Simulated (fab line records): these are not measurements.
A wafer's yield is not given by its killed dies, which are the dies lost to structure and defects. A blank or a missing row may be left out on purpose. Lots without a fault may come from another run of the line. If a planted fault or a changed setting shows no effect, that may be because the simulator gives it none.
Shared-tool check ; flow ritCmos ; 48 wafers sampled across 14 lots

REASON IT WAS OPENED
2 of 14 lots carry a flag on the reading PWELL_RS at RIT_WELLDRIVE_RS_MEAS_02. Fault-free wafers read 429.6 ohm/sq, with a standard deviation of 1.3.
Rule: flag the lot when none of its wafers has a number, or when each of its wafers that has one lies beyond 4 standard deviations from that mean. The rest of the lots are taken to be sound.

lot;measured;on;PWELL_RS (ohm/sq), wafer by wafer;flag
L856;day 2 04:56;filmMetro-02;429.7 430.6 429.5;
L857;day 2 10:52;filmMetro-03;427.6 429.4 426.6;
L858;day 2 14:59;filmMetro-02;429.4 430.6 426.8;
L862;day 3 11:01;filmMetro-03;428.3 430.1 428.9;
L864;day 3 22:04;filmMetro-03;440.1 441.5 438.3 440.1 440.2 438.7;FLAGGED
L865;day 4 01:32;filmMetro-02;439.9 439.0 440.1 440.7 439.0 439.6;FLAGGED
L870;day 5 02:05;filmMetro-04;429.8 429.1 428.4;
L872;day 5 11:53;filmMetro-02;429.9 430.4 430.1;
L873;day 5 16:37;filmMetro-02;430.3 429.4 430.4;
L874;day 5 22:01;filmMetro-03;429.8 432.2 430.8;
L875;day 6 03:46;filmMetro-04;429.1 431.5 430.3;
L876;day 6 08:53;filmMetro-03;428.7 428.7 429.5;
L878;day 6 17:58;filmMetro-03;431.7 430.1 430.4;
L879;day 7 00:16;filmMetro-02;432.3 431.4 431.5;
On average the flagged lots' numbers are 439.8 ohm/sq, which is +10.2 ohm/sq against the usual, or +8 standard deviations.

LOT BY LOT: THE TOOL USED
The record keeps 1 process step preceding the reading, out of 202 steps on the route. Cell contents, in order: the tool; ch with the chambers the sampled wafers went through; the start.
lot;flag;RIT_PWELL_IMPLANT_08
L856;;implanter-03 ch 0, day 1 22:43
L857;;implanter-03 ch 0, day 2 05:16
L858;;implanter-03 ch 0, day 2 09:08
L862;;implanter-04 ch 0, day 3 05:26
L864;FLAGGED;implanter-01 ch 0, day 3 14:22
L865;FLAGGED;implanter-01 ch 0, day 3 19:58
L870;;implanter-04 ch 0, day 4 20:30
L872;;implanter-04 ch 0, day 5 06:18
L873;;implanter-04 ch 0, day 5 11:01
L874;;implanter-04 ch 0, day 5 16:25
L875;;implanter-03 ch 0, day 5 22:11
L876;;implanter-04 ch 0, day 6 03:18
L878;;implanter-03 ch 0, day 6 12:22
L879;;implanter-03 ch 0, day 6 18:41
What these steps do:
- RIT_PWELL_IMPLANT_08
- RIT_WELLDRIVE_RS_MEAS_02: measures by four-point-probe.

FLAGGED AGAINST TOTAL, ONE TOOL AT A TIME (gauges that did the reading follow at the end)
step;tool;lots run;flagged;share of the flagged lots;sound lots run after its first flagged lot
RIT_PWELL_IMPLANT_08;implanter-01;2;2;all;0
RIT_PWELL_IMPLANT_08;implanter-03;6;0;none;-
RIT_PWELL_IMPLANT_08;implanter-04;6;0;none;-
RIT_WELLDRIVE_RS_MEAS_02;filmMetro-02;6;1;some;3 (L872,L873,L879)
RIT_WELLDRIVE_RS_MEAS_02;filmMetro-03;6;1;some;3 (L874,L876,L878)
RIT_WELLDRIVE_RS_MEAS_02;filmMetro-04;2;0;none;-

WHAT IS ALLOWED BY THE TABLE
All flagged lots share 1 row of the table, namely implanter-01 at RIT_PWELL_IMPLANT_08.
- implanter-01 at RIT_PWELL_IMPLANT_08 ran 2 lots, 2 of them flagged. No sound lot ran on it before its first flagged lot in this sample; the start therefore can't be narrowed down.
One tool is left: implanter-01 at RIT_PWELL_IMPLANT_08.

WHAT HAD BEEN PUT IN BY THE SIMULATOR
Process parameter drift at RIT_PWELL_IMPLANT_08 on implanter-01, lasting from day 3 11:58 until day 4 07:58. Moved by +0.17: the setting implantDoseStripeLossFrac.
Struck lots among those shown: L864, L865. The rule above found the same.
